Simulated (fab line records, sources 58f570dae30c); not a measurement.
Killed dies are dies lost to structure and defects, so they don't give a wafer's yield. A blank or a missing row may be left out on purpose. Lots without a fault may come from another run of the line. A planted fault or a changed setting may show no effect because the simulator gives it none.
Which tool did it? | flow berkeley_cmos170 | 7 lots, 21 wafers sampled, at 2 steps of a route of 331

WHAT THE GAUGES READ, wafer by wafer
UCB170_ACTIVE_THK_MEAS_06.
lot  | measured    | on            | ACTIVE_NITRIDE_THK (nm)
L677 | day 6 05:32 | film_metro-03 | 222.8 220.5 221.0
L680 | day 6 13:59 | film_metro-02 | 222.0 219.8 220.2
L681 | day 6 14:04 | film_metro-02 | 218.6 218.1 219.2
L686 | day 7 16:08 | film_metro-02 | 219.9 220.1 220.8
L688 | day 7 16:07 | film_metro-01 | 221.1 217.9 219.6
L689 | day 7 18:10 | film_metro-03 | 437.4 437.8 437.9
L693 | day 8 15:08 | film_metro-03 | 444.9 442.7 444.4

WHICH TOOL RAN EACH LOT (tool, then ch and the chambers of the sampled wafers, then the start)
lot  | UCB170_ACTIVE_CVD_05
L677 | lpcvd-02 ch 0, day 6 03:38
L680 | lpcvd-01 ch 1, day 6 12:05
L681 | lpcvd-01 ch 0, day 6 12:05
L686 | lpcvd-02 ch 1, day 7 14:09
L688 | lpcvd-02 ch 1, day 7 14:09
L689 | lpcvd-02 ch 1, day 7 14:09 and lpcvd-01 ch 1, day 7 16:14
L693 | lpcvd-01 ch 0, day 8 09:45 and lpcvd-02 ch 0, day 8 13:11
- UCB170_ACTIVE_CVD_05: deposits Si3N4 from SiH2Cl2/NH3, target thk 220 nm, time 3300 s.

THE ANSWER, worked out from the rows above alone
Rule: what is usual is taken from the lots themselves. Put in order of their means at a reading, lots are off if they are a third of the lots or fewer, leave a main group of 4 or more, and stand apart from it by a gap of 3 or more times the standard deviation of the main group's means; of several such gaps the widest counts. A main group whose means are all the same, to the digits that the tables above print for the reading, isn't used. A lot without any number at a reading at which 4 lots or more have one is off too. The other lots that the step has rows for count as sound.
Off: L689, L693, at UCB170_ACTIVE_THK_MEAS_06 (ACTIVE_NITRIDE_THK). The main group: mean 220.1 nm, standard deviation 0.96.
A tool fits if, at a process step before that reading, it ran every lot that is off, and no sound lot after the first of them. The gauges at UCB170_ACTIVE_THK_MEAS_06 are tried like those tools. Can't be told from this: 3 tools fit, lpcvd-01 at UCB170_ACTIVE_CVD_05, lpcvd-02 at UCB170_ACTIVE_CVD_05, film_metro-03 at UCB170_ACTIVE_THK_MEAS_06.

WHAT THE SIMULATOR HAD PUT IN
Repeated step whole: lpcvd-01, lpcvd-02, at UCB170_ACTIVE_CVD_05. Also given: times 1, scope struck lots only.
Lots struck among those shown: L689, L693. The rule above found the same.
